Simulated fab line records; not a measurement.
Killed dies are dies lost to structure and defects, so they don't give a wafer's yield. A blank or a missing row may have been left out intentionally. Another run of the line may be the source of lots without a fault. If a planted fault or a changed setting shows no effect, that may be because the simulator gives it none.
Which of the tools did it? :: flow rit_cmos :: Sampling: 14 lots, 42 wafers, 2 of 202 route steps

WHAT THE GAUGES READ, wafer by wafer
RIT_CONTACT_THK_MEAS_01.
lot: L333
measured: day 3 19:28
on: film_metro-01
CONTACT_TEOS_THK (nm): 399 407 403

lot: L334
measured: day 4 01:29
on: film_metro-03
CONTACT_TEOS_THK (nm): 392 400 405

lot: L336
measured: day 4 07:05
on: film_metro-03
CONTACT_TEOS_THK (nm): 400 399 402

lot: L337
measured: day 4 10:20
on: film_metro-02
CONTACT_TEOS_THK (nm): 393 392 402

lot: L338
measured: day 4 17:46
on: film_metro-02
CONTACT_TEOS_THK (nm): 395 402 401

lot: L339
measured: day 4 19:52
on: film_metro-01
CONTACT_TEOS_THK (nm): 399 410 402

lot: L342
measured: day 5 06:35
on: film_metro-03
CONTACT_TEOS_THK (nm): 395 405 400

lot: L343
measured: day 5 10:28
on: film_metro-02
CONTACT_TEOS_THK (nm): 399 396 407

lot: L345
measured: day 5 18:55
on: film_metro-03
CONTACT_TEOS_THK (nm): 398 402 399

lot: L348
measured: day 6 07:14
on: film_metro-03
CONTACT_TEOS_THK (nm): 401 373 405

lot: L351
measured: day 6 22:22
on: film_metro-03
CONTACT_TEOS_THK (nm): 394 380 402

lot: L353
measured: day 7 10:07
on: film_metro-01
CONTACT_TEOS_THK (nm): 394 395 401

lot: L355
measured: day 7 22:10
on: film_metro-01
CONTACT_TEOS_THK (nm): 394 400 403

lot: L356
measured: day 8 01:53
on: film_metro-01
CONTACT_TEOS_THK (nm): 394 400 402

EACH LOT AND THE TOOL THAT RAN IT (in order: tool; ch and the chambers of the sampled wafers; start)
lot: L333
RIT_CONTACT_CVD_00: pecvd-04 ch 0,1,2, day 3 19:23

lot: L334
RIT_CONTACT_CVD_00: pecvd-01 ch 0,1,2, day 4 01:25

lot: L336
RIT_CONTACT_CVD_00: pecvd-04 ch 0,1,2, day 4 07:02

lot: L337
RIT_CONTACT_CVD_00: pecvd-02 ch 0,1,2, day 4 10:17

lot: L338
RIT_CONTACT_CVD_00: pecvd-01 ch 0,1, day 4 17:41

lot: L339
RIT_CONTACT_CVD_00: pecvd-02 ch 0,2, day 4 19:49

lot: L342
RIT_CONTACT_CVD_00: pecvd-02 ch 0,1,2, day 5 06:32

lot: L343
RIT_CONTACT_CVD_00: pecvd-04 ch 0,1,2, day 5 10:25

lot: L345
RIT_CONTACT_CVD_00: pecvd-02 ch 0,1,2, day 5 18:52

lot: L348
RIT_CONTACT_CVD_00: pecvd-02 ch 0,1, day 6 07:10

lot: L351
RIT_CONTACT_CVD_00: pecvd-02 ch 1,2, day 6 22:18

lot: L353
RIT_CONTACT_CVD_00: pecvd-01 ch 0,2, day 7 10:04

lot: L355
RIT_CONTACT_CVD_00: pecvd-04 ch 0,1,2, day 7 22:07

lot: L356
RIT_CONTACT_CVD_00: pecvd-01 ch 0,2, day 8 01:50
- RIT_CONTACT_CVD_00: deposits SiO2 from TEOS, target thk 400 nm, time 61 s.

WHAT THE TOOLS THEMSELVES READ (means of the sampled wafers that have a number; where no wafer has one, the mark that the record gives instead)
RIT_CONTACT_CVD_00.
lot: L333
tool: pecvd-04
heater_power_w (W): 331

lot: L334
tool: pecvd-01
heater_power_w (W): 357

lot: L336
tool: pecvd-04
heater_power_w (W): 299

lot: L337
tool: pecvd-02
heater_power_w (W): 353

lot: L338
tool: pecvd-01
heater_power_w (W): 390

lot: L339
tool: pecvd-02
heater_power_w (W): 296

lot: L342
tool: pecvd-02
heater_power_w (W): 344

lot: L343
tool: pecvd-04
heater_power_w (W): 334

lot: L345
tool: pecvd-02
heater_power_w (W): 342

lot: L348
tool: pecvd-02
heater_power_w (W): 317

lot: L351
tool: pecvd-02
heater_power_w (W): 376

lot: L353
tool: pecvd-01
heater_power_w (W): 438

lot: L355
tool: pecvd-04
heater_power_w (W): 334

lot: L356
tool: pecvd-01
heater_power_w (W): 373

THE ANSWER, worked out from the rows above alone
Rule: the lots themselves supply what counts as usual. Put in order of their means at a reading, lots are off if they are a third of the lots or fewer, leave a main group of 4 or more, and stand apart from it by a gap of 3 or more times the standard deviation of the main group's means; of several such gaps the widest counts. Not used: any main group whose means are identical at the precision the tables above print for the reading. Also off: a lot with no number at a reading for which 4 or more lots have one. Any other lot the step has rows for is counted as sound. First the gauges in route order, then the tools' own readings, where a lot's mean is used as printed above. The first step at which some lot is off is used, and at that step the reading that is off furthest; a lot without a number counts as furthest.
Across all readings shown, no lot is off: no conclusion can be drawn from this.

WHAT WAS PUT IN BY THE SIMULATOR
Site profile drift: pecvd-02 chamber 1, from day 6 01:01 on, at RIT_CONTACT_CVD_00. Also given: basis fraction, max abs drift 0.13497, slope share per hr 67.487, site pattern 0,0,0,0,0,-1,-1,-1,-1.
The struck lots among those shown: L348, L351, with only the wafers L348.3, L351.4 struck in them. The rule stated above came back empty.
